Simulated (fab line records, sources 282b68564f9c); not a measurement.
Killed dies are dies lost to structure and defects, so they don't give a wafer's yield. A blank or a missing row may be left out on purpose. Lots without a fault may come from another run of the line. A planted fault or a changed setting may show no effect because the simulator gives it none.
Which tool did it? | flow rit_cmos | 14 lots, 42 wafers sampled, at 4 steps of a route of 202

WHAT THE GAUGES READ, wafer by wafer
RIT_FOX1_THK_MEAS_01.
lot  | measured    | on            | FOX1_OXIDE_THK (nm)
L867 | day 1 23:04 | film_metro-02 | 353 354 355
L868 | day 2 01:57 | film_metro-02 | 359 352 350
L869 | day 2 06:03 | film_metro-01 | 346 347 347
L870 | day 2 10:59 | film_metro-01 | 343 343 343
L871 | day 2 15:59 | film_metro-01 | 345 349 348
L872 | day 2 19:27 | film_metro-02 | 342 342 350
L873 | day 3 01:01 | film_metro-02 | 349 351 359
L874 | day 3 09:47 | film_metro-04 | 340 341 341
L875 | day 3 17:02 | film_metro-01 | 354 349 357
L877 | day 3 21:08 | film_metro-04 | 341 340 346
L882 | day 5 00:30 | film_metro-01 | 343 349 347
L884 | day 5 06:26 | film_metro-01 | 366 365 367
L889 | day 6 08:45 | film_metro-04 | 353 350 348
L890 | day 6 13:16 | film_metro-02 | 339 338 340

RIT_NRETRO_OVL_MEAS_06.
lot  | measured    | on         | NRETRO_OVL (nm)
L867 | day 2 12:29 | overlay-02 | 0.9 -0.1 -0.6
L868 | day 2 17:23 | overlay-01 | -2.9 -0.6 -2.3
L869 | day 2 21:00 | overlay-02 | 0.7 0.5 0.0
L870 | day 3 01:47 | overlay-02 | -1.9 -1.8 -1.8
L871 | day 3 06:44 | overlay-01 | 0.4 0.3 -0.8
L872 | day 3 09:43 | overlay-02 | 0.2 -0.2 1.2
L873 | day 3 17:17 | overlay-02 | 0.9 0.2 -0.4
L874 | day 4 00:44 | overlay-02 | -1.9 -1.4 -1.5
L875 | day 4 06:29 | overlay-02 | -0.3 -0.3 0.1
L877 | day 4 11:32 | overlay-01 | 0.1 -1.4 -0.3
L882 | day 5 15:34 | overlay-01 | -0.1 -1.0 0.5
L884 | day 5 20:42 | overlay-02 | 0.0 0.1 0.7
L889 | day 6 22:34 | overlay-01 | 0.3 1.8 1.0
L890 | day 7 02:23 | overlay-02 | -1.4 -1.3 -1.6

RIT_CONTACT_CD_MEAS_08: target cd 1000 nm.
lot  | measured    | on        | cd_nm (nm)
L867 | day 3 14:37 | cd_sem-01 | 1001.6 1003.8 1000.8
L868 | day 3 23:59 | cd_sem-02 | 1005.8 1005.9 1004.1
L869 | day 4 03:13 | cd_sem-02 | 997.7 1001.9 1000.4
L870 | day 4 06:52 | cd_sem-02 | 1000.1 1002.2 1003.1
L871 | day 4 09:13 | cd_sem-02 | 1000.4 999.6 999.4
L872 | day 4 12:06 | cd_sem-01 | 1000.7 998.1 1001.8
L873 | day 4 19:39 | cd_sem-02 | 999.9 1001.9 1001.3
L874 | day 5 01:56 | cd_sem-02 | 1001.6 1001.6 1001.0
L875 | day 5 06:05 | cd_sem-01 | 998.8 999.1 997.1
L877 | day 5 15:25 | cd_sem-02 | 1002.8 998.8 1002.2
L882 | day 6 16:43 | cd_sem-02 | 1000.0 1000.4 1000.5
L884 | day 6 22:19 | cd_sem-02 | 996.8 997.3 998.1
L889 | day 7 22:56 | cd_sem-01 | 998.7 1000.6 997.8
L890 | day 8 06:22 | cd_sem-01 | 1002.1 1000.8 1000.5

WHICH TOOL RAN EACH LOT (tool, then ch and the chambers of the sampled wafers, then the start)
lot  | RIT_SPACER_ETCHBACK_05
L867 | rie_diel-01 ch 0,1,3, day 3 08:28
L868 | rie_diel-04 ch 0,2,3, day 3 17:13
L869 | rie_diel-01 ch 0,2,3, day 3 21:06
L870 | rie_diel-02 ch 1,2, day 4 01:11
L871 | rie_diel-01 ch 2,3, day 4 03:14
L872 | rie_diel-04 ch 0,1, day 4 05:49
L873 | rie_diel-04 ch 1,2,3, day 4 13:58
L874 | rie_diel-02 ch 0,1,2, day 4 20:07
L875 | rie_diel-04 ch 0,1,2, day 5 00:18
L877 | rie_diel-02 ch 0,1, day 5 09:31
L882 | rie_diel-04 ch 0,1,3, day 6 10:41
L884 | rie_diel-04 ch 0,1,3, day 6 16:32
L889 | rie_diel-02 ch 0,1,3, day 7 17:19
L890 | rie_diel-02 ch 0,2,3, day 8 00:14
- RIT_SPACER_ETCHBACK_05: etches Si3N4 in SF6/CHF3, stops on SiO2, target depth 250 nm, time 240 s.

WHAT THE TOOLS THEMSELVES READ (means of the sampled wafers that have a number; where no wafer has one, the mark that the record gives instead)
RIT_SPACER_ETCHBACK_05.
lot  | tool        | drypump_motor_current_A (A) | oes_product_au (a.u.) | throttle_valve_pct (%)
L867 | rie_diel-01 | 5.4                         | 0.844                 | 10.35
L868 | rie_diel-04 | 5.1                         | 0.849                 | 10.27
L869 | rie_diel-01 | 5.4                         | 0.857                 | 10.29
L870 | rie_diel-02 | 5.8                         | 0.878                 | 10.28
L871 | rie_diel-01 | 5.4                         | 0.848                 | 10.25
L872 | rie_diel-04 | 5.4                         | 0.856                 | 10.29
L873 | rie_diel-04 | 5.4                         | 0.850                 | 10.33
L874 | rie_diel-02 | 5.8                         | 0.862                 | 10.19
L875 | rie_diel-04 | 5.5                         | 0.839                 | 10.30
L877 | rie_diel-02 | 5.6                         | 0.843                 | 10.12
L882 | rie_diel-04 | 5.3                         | 0.828                 | 10.32
L884 | rie_diel-04 | 5.3                         | 0.829                 | 10.32
L889 | rie_diel-02 | 5.7                         | 0.846                 | 10.21
L890 | rie_diel-02 | 5.8                         | 0.845                 | 10.17

THE ANSWER, worked out from the rows above alone
Rule: what is usual is taken from the lots themselves. Put in order of their means at a reading, lots are off if they are a third of the lots or fewer, leave a main group of 4 or more, and stand apart from it by a gap of 3 or more times the standard deviation of the main group's means; of several such gaps the widest counts. A main group whose means are all the same, to the digits that the tables above print for the reading, isn't used. A lot without any number at a reading at which 4 lots or more have one is off too. The other lots that the step has rows for count as sound. The gauges are gone through in route order, then the tools' own readings, and for those a lot's mean is taken as printed above. The first step at which some lot is off is used, and at that step the reading that is off furthest; a lot without a number counts as furthest.
No lot is off at any reading shown: from this, nothing can be told.

WHAT THE SIMULATOR HAD PUT IN
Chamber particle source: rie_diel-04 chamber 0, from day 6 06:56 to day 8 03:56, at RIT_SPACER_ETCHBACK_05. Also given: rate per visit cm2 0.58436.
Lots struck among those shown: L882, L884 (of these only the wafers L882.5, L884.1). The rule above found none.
